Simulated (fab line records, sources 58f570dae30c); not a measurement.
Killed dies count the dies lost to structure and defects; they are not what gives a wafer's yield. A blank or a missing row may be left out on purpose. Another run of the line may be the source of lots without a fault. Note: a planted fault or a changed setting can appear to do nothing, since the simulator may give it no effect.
fab line records | flow berkeleyCmos170 | part 2 of 2: steps 31 to 42 of 42
[record] lots = 5 | wafers = 15 | lastDay = 12
route steps=331 shown PVT@124 GATE@125 FIELD@126 PLDD@145 NLDD@158
lots that met no fault: taken from a fault-free run of the same line
startH: hours from the record's first day to the start of the lot's first wafer shown | waitH: hours from the lot's prior step to this one | " same as the row above | L1.1+2: several wafers, shown together as one row | - value missing, or start not given | * or withheld: withheld | < > ~ a bound
route shown NAME@n: names a module that has steps shown in the file, with the first one's number in the route | usual: mean/standard deviation taken from wafers without a fault | same: alike in all rows | chamber/n: place in a boat | sites: per-site readings | _std_site: their standard deviation | _edge_site: inner sites' mean taken away from outer sites' mean | radiusMm: how far each site lies from the wafer's centre | mask NAME#n: copy n | behind: the tool/chamber that last shaped the wafer | hold: reason for holding the lot/hours on hold/outcome of the hold | device: names the non-switching transistor (n, p or np) | end of line: the tests these same wafers got at the end of their route | a step without rows: its recipe alone | killed: count of dies lost to structure and defects at first sort (not the wafer's yield) | map: dies across one wafer; x = killed, . = not, _ = none there
set.NAME: the setting as run; set.NAME@STEP: as run at that earlier step | model.NAME: the simulator's own value behind a step, which no gauge read
lots at selected steps of the route; one table per step, one row per wafer
services: when a tool's chamber went out of use (startH, in hours from the record's first day, below 0 if earlier), for how many hours, and the reason
[[steps]]
[step UCB170_PLDD_IMPLANT_09]
[recipe] species = BF2 | doseCm2 = 5e+13 | energyKev = 10 | tiltDeg = 7 | rotationDeg = 180
lot.wafer  | tool         | chamber | startH | waitH
L074.3+4+6 | implanter-04 | 0       | 112.90 | 0.1
L076.2+3+4 | implanter-01 | 0       | 124.87 | 0.1
L077.1+2+3 | implanter-04 | 0       | 126.01 | 0.1
L082.1+2+5 | implanter-04 | 0       | 152.12 | 0.1
L097.4+5+6 | implanter-03 | 0       | 235.58 | 0.1
[step UCB170_PLDD_STRIP_10]
[recipe] chemistry = O2 | powerW = 400 | pressureMtorr = 3500 | platenTempC = withheld | o2FlowSccm = 400 | overashFraction = 0.5
[usual] drypumpMotorCurrentA = 5.7/0.39 | oesProductAu = 0.734/0.0043 | stripTimeToEndpointS = 21.66/0.077
lot.wafer | tool           | chamber | startH | waitH | drypumpMotorCurrentA | oesProductAu | rfHoursCounterH | stripTimeToEndpointS
L074.3    | plasmaAsher-03 | 0       | 113.03 | 0.1   | 6.1                  | 0.737        | -               | 21.65
L074.4    | "              | 1       | "      | "     | 5.7                  | 0.741        | -               | 21.68
L074.6    | "              | 0       | "      | "     | 6.0                  | 0.740        | -               | 21.62
L076.2    | plasmaAsher-02 | 0       | 124.99 | 0.1   | 5.6                  | 0.748        | 36              | 21.66
L076.3    | "              | 0       | "      | "     | 5.5                  | 0.733        | -               | 21.60
L076.4    | "              | 1       | "      | "     | 5.9                  | 0.740        | -               | 21.68
L077.1    | plasmaAsher-02 | 1       | 126.16 | 0.1   | 5.9                  | 0.740        | 36              | 21.70
L077.2    | "              | 0       | "      | "     | 5.6                  | 0.742        | 36              | 21.68
L077.3    | "              | 0       | "      | "     | 5.6                  | 0.733        | -               | 21.69
L082.1    | plasmaAsher-02 | 1       | 152.27 | 0.1   | 5.9                  | 0.732        | 38              | 21.63
L082.2    | "              | 0       | "      | "     | 5.5                  | 0.731        | 38              | 21.56
L082.5    | "              | 1       | "      | "     | 5.9                  | 0.731        | -               | 21.69
L097.4    | plasmaAsher-04 | 0       | 235.69 | 0.1   | 5.9                  | 0.736        | -               | 21.69
L097.5    | "              | 1       | "      | "     | 4.8                  | 0.731        | -               | 21.71
L097.6    | "              | 0       | "      | "     | 5.9                  | 0.737        | -               | 21.70
[step UCB170_PLDD_TW_MEAS_11]
[usual] PLDD_TW = 1011/7.4
lot.wafer | tool         | chamber | startH | waitH | PLDD_TW
L074.3    | filmMetro-02 | -       | 113.12 | 0.1   | 1019
L074.4    | "            | -       | "      | "     | 1017
L074.6    | "            | -       | "      | "     | 1014
L076.2    | filmMetro-02 | -       | 125.10 | 0.1   | 1015
L076.3    | "            | -       | "      | "     | 1025
L076.4    | "            | -       | "      | "     | 1022
L077.1    | filmMetro-04 | -       | 126.26 | 0.1   | 1000
L077.2    | "            | -       | "      | "     | 1000
L077.3    | "            | -       | "      | "     | 1003
L082.1    | filmMetro-02 | -       | 152.37 | 0.1   | 1015
L082.2    | "            | -       | "      | "     | 1009
L082.5    | "            | -       | "      | "     | 1007
L097.4    | filmMetro-03 | -       | 235.79 | 0.1   | 1008
L097.5    | "            | -       | "      | "     | 1018
L097.6    | "            | -       | "      | "     | 1020
[step UCB170_PLDD_CLEAN_12]
[recipe] chemistry = SPM | tempC = 120 | timeS = 600
[usual] tempC = 120.00/0.15
lot.wafer | tool        | chamber | startH | waitH | tempC
L074.3    | wetBench-02 | 1       | 113.16 | 0.0   | 119.73
L074.4    | "           | 1       | "      | "     | 120.00
L074.6    | "           | 1       | "      | "     | 119.83
L076.2    | wetBench-03 | 3       | 125.15 | 0.0   | 120.11
L076.3    | "           | 3       | "      | "     | 120.13
L076.4    | "           | 3       | "      | "     | 119.86
L077.1    | wetBench-03 | 1       | 126.55 | 0.3   | 120.05
L077.2    | "           | 1       | "      | "     | 120.08
L077.3    | "           | 1       | "      | "     | 120.03
L082.1    | wetBench-01 | 0       | 152.48 | 0.1   | 119.88
L082.2    | "           | 0       | "      | "     | 119.85
L082.5    | "           | 0       | "      | "     | 120.14
L097.4    | wetBench-02 | 1       | 235.82 | 0.0   | 119.82
L097.5    | "           | 1       | "      | "     | 119.89
L097.6    | "           | 1       | "      | "     | 119.77
[step UCB170_NLDD_HMDS_00]
[recipe] primeTimeS = 60 | primeTempC = 100
lot.wafer  | tool          | chamber | startH | waitH
L074.3+4+6 | lithoTrack-04 | 0       | 113.84 | 0.5
L076.2+3+4 | lithoTrack-03 | 0       | 125.73 | 0.4
L077.1+2+3 | lithoTrack-02 | 0       | 127.71 | 1.0
L082.1+2+5 | lithoTrack-02 | 0       | 152.92 | 0.3
L097.4+5+6 | lithoTrack-03 | 0       | 236.13 | 0.1
[step UCB170_NLDD_COAT_01]
[recipe] resist = KrF | spinRpm = 1500 | resistThkNm = 900
lot.wafer  | tool          | chamber | startH | waitH
L074.3+4+6 | lithoTrack-04 | 0       | 113.99 | 0.1
L076.2+3+4 | lithoTrack-03 | 0       | 125.88 | 0.1
L077.1+2+3 | lithoTrack-02 | 0       | 127.86 | 0.1
L082.1+2+5 | lithoTrack-02 | 0       | 153.07 | 0.1
L097.4+5+6 | lithoTrack-03 | 0       | 236.28 | 0.1
[step UCB170_NLDD_SOFTBAKE_02]
[recipe] resist = KrF | tempC = 130 | timeS = 60
lot.wafer  | tool          | chamber | startH | waitH
L074.3+4+6 | lithoTrack-04 | 0       | 114.14 | 0.1
L076.2+3+4 | lithoTrack-03 | 0       | 126.03 | 0.1
L077.1+2+3 | lithoTrack-02 | 0       | 128.01 | 0.1
L082.1+2+5 | lithoTrack-02 | 0       | 153.22 | 0.1
L097.4+5+6 | lithoTrack-03 | 0       | 236.43 | 0.1
[step UCB170_NLDD_EXPOSE_03]
[recipe] maskId = NSELECT | na = 0.5 | sigmaOuter = 0.6 | sourceShape = conventional | targetCdNm = 1200 | doseMj = 30
[usual] focusOffsetNm = 0.1/0.55
[same] sigmaOuter = 0.6
lot.wafer | tool          | chamber | startH | waitH | mask      | focusOffsetNm
L074.3    | krfScanner-01 | 0       | 114.40 | 0.2   | NSELECT#0 | 1.4
L074.4    | "             | 0       | "      | "     | NSELECT#0 | 0.3
L074.6    | "             | 0       | "      | "     | NSELECT#0 | 0.2
L076.2    | krfScanner-01 | 0       | 126.17 | 0.1   | NSELECT#0 | 0.2
L076.3    | "             | 0       | "      | "     | NSELECT#0 | 0.3
L076.4    | "             | 0       | "      | "     | NSELECT#0 | -0.5
L077.1    | krfScanner-02 | 0       | 128.29 | 0.2   | NSELECT#0 | 0.0
L077.2    | "             | 0       | "      | "     | NSELECT#0 | -0.7
L077.3    | "             | 0       | "      | "     | NSELECT#0 | 0.1
L082.1    | krfScanner-01 | 0       | 153.37 | 0.1   | NSELECT#0 | 0.1
L082.2    | "             | 0       | "      | "     | NSELECT#0 | 0.9
L082.5    | "             | 0       | "      | "     | NSELECT#0 | 0.0
L097.4    | krfScanner-02 | 0       | 236.69 | 0.2   | NSELECT#0 | -0.8
L097.5    | "             | 0       | "      | "     | NSELECT#0 | -0.5
L097.6    | "             | 0       | "      | "     | NSELECT#0 | -0.8
[step UCB170_NLDD_PEB_04]
[recipe] pebTempC = 130 | pebTimeS = withheld | resist = KrF
lot.wafer  | tool          | chamber | startH | waitH
L074.3+4+6 | lithoTrack-02 | 0       | 115.29 | 0.9
L076.2+3+4 | lithoTrack-02 | 0       | 127.19 | 1.0
L077.1+2+3 | lithoTrack-04 | 0       | 128.97 | 0.7
L082.1+2+5 | lithoTrack-04 | 0       | 153.53 | 0.1
L097.4+5+6 | lithoTrack-04 | 0       | 236.82 | 0.1
[step UCB170_NLDD_DEVELOP_05]
[recipe] developer = TMAH | developTimeS = 45 | resist = KrF | devTempC = 21
lot.wafer  | tool          | chamber | startH | waitH
L074.3+4+6 | lithoTrack-02 | 0       | -      | -
L076.2+3+4 | lithoTrack-02 | 0       | -      | -
L077.1+2+3 | lithoTrack-04 | 0       | -      | -
L082.1+2+5 | lithoTrack-04 | 0       | -      | -
L097.4+5+6 | lithoTrack-04 | 0       | -      | -
[step UCB170_NLDD_CD_MEAS_06]
[recipe] targetCdNm = 1200
[usual] cdNm = 1200.1/1.7
lot.wafer | tool     | chamber | startH | waitH | cdNm
L074.3    | cdSem-01 | -       | 115.56 | -     | 1201.0
L074.4    | "        | -       | "      | "     | 1200.4
L074.6    | "        | -       | "      | "     | 1199.3
L076.2    | cdSem-01 | -       | 127.46 | -     | 1203.7
L076.3    | "        | -       | "      | "     | 1204.7
L076.4    | "        | -       | "      | "     | 1203.8
L077.1    | cdSem-02 | -       | 129.25 | -     | 1199.0
L077.2    | "        | -       | "      | "     | 1198.6
L077.3    | "        | -       | "      | "     | 1199.6
L082.1    | cdSem-01 | -       | 153.80 | -     | 1204.2
L082.2    | "        | -       | "      | "     | 1201.9
L082.5    | "        | -       | "      | "     | 1204.2
L097.4    | cdSem-02 | -       | 237.08 | -     | 1200.3
L097.5    | "        | -       | "      | "     | 1200.6
L097.6    | "        | -       | "      | "     | 1201.0
[step UCB170_NLDD_OVL_MEAS_07]
[usual] NLDD_OVL = -2/5.4
lot.wafer | tool       | chamber | startH | waitH | NLDD_OVL[nm]
L074.3    | overlay-01 | -       | 115.65 | 0.1   | 5
L074.4    | "          | -       | "      | "     | 1
L074.6    | "          | -       | "      | "     | -6
L076.2    | overlay-01 | -       | 127.56 | 0.1   | -10
L076.3    | "          | -       | "      | "     | 0
L076.4    | "          | -       | "      | "     | -8
L077.1    | overlay-01 | -       | 129.37 | 0.1   | -4
L077.2    | "          | -       | "      | "     | 2
L077.3    | "          | -       | "      | "     | -3
L082.1    | overlay-02 | -       | 153.92 | 0.1   | -9
L082.2    | "          | -       | "      | "     | -6
L082.5    | "          | -       | "      | "     | -5
L097.4    | overlay-01 | -       | 237.16 | 0.1   | 16
L097.5    | "          | -       | "      | "     | 6
L097.6    | "          | -       | "      | "     | 11
[[services]]
tool           | chamber | startH | hours | kind
plasmaAsher-04 | -       | 84.29  | 2.8   | pm
implanter-03   | -       | 101.51 | 106.0 | repair
plasmaAsher-01 | -       | 108.75 | 9.0   | pm
krfScanner-01  | -       | 109.32 | 1.5   | repair
rieDiel-02     | 3       | 110.03 | 13.7  | repair
wetBench-01    | -       | 115.72 | 3.9   | repair
implanter-01   | -       | 121.08 | 1.8   | repair
plasmaAsher-02 | -       | 130.15 | 10.5  | repair
krfScanner-02  | -       | 136.54 | 1.0   | pm
implanter-04   | -       | 139.20 | 1.7   | repair
krfScanner-02  | -       | 141.93 | 2.0   | repair
krfScanner-01  | -       | 143.96 | 1.0   | pm
krfScanner-02  | -       | 146.06 | 1.3   | pm
rieDiel-02     | 2       | 150.33 | 22.4  | repair
lpcvd-02       | -       | 150.75 | 2.8   | pm
rieDiel-02     | 1       | 156.60 | 2.7   | repair
implanter-04   | -       | 160.66 | 14.2  | pm
krfScanner-02  | -       | 165.01 | 2.8   | repair
furnace-03     | -       | 191.26 | 3.4   | pm
furnace-04     | -       | 192.16 | 5.5   | pm
plasmaAsher-03 | -       | 199.30 | 2.3   | repair
krfScanner-01  | -       | 209.86 | 1.3   | pm
krfScanner-02  | -       | 227.61 | 0.8   | pm
plasmaAsher-02 | -       | 228.23 | 14.6  | pm
